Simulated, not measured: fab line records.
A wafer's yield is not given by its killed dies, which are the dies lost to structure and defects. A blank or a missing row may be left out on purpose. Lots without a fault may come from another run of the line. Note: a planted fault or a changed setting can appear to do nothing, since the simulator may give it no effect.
Chamber matching | flow berkeley_cmos170 | UCB170_V2_ETCH_14 on rie_diel-02: 4 sister chambers
The step etches SiO2 in CHF3/CF4/Ar, stops on Al, target depth 1250 nm, time 300.3 s. 8 wafers are shown with their chamber, then 8 later ones without.

== WAFERS PAIRED WITH THEIR CHAMBERS ==
wafer  | chamber | throttle_valve_pct (%) | drypump_motor_current_A (A)
L074.6 | 0       | 7.12                   | 5.5
L081.4 | 1       | 7.07                   | 5.6
L084.1 | 2       | 7.12                   | 5.8
L084.2 | 1       | 7.05                   | 5.5
L089.3 | 3       | 6.84                   | 6.1
L089.5 | 2       | 7.12                   | 5.7
L089.6 | 3       | 6.84                   | 6.1
L087.2 | 0       | 7.10                   | 5.5

== WAFERS WHOSE CHAMBER IS MISSING ==
wafer  | throttle_valve_pct (%) | drypump_motor_current_A (A)
L087.3 | 7.11                   | 5.7
L087.6 | 7.12                   | 5.5
L094.1 | 7.06                   | 5.6
L094.2 | 6.83                   | 6.1
L094.5 | 7.11                   | 5.5
L092.3 | 7.06                   | 5.6
L092.4 | 7.11                   | 5.5
L092.6 | 7.09                   | 5.5

== EACH ONE'S CHAMBER ==
wafer  | from the rows above     | in truth
L087.3 | 2                       | 2
L087.6 | 0                       | 0
L094.1 | 1                       | 1
L094.2 | 3                       | 3
L094.5 | 0                       | 0
L092.3 | 1                       | 1
L092.4 | 0                       | 0
L092.6 | can't be placed: 0 or 1 | 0
Correctly placed: 7 of 8. Can't be placed from these rows: 1 (the true chamber is among the candidates in 1). 0 placed wrongly.
How it was worked out, from the rows above alone: a wafer's distance from a chamber is the root of the sum, over the readings, of the square of ((its reading less the chamber's mean) divided by the reading's scatter). The wafer belongs to the nearest chamber; if the next one is less than 2 further off, it can't be placed. Each chamber's mean is taken over the wafers shown for it. The scatter: take each reading less its chamber's mean, square it, sum over the shown wafers, divide by the number of wafers less the number of chambers, and take the root.
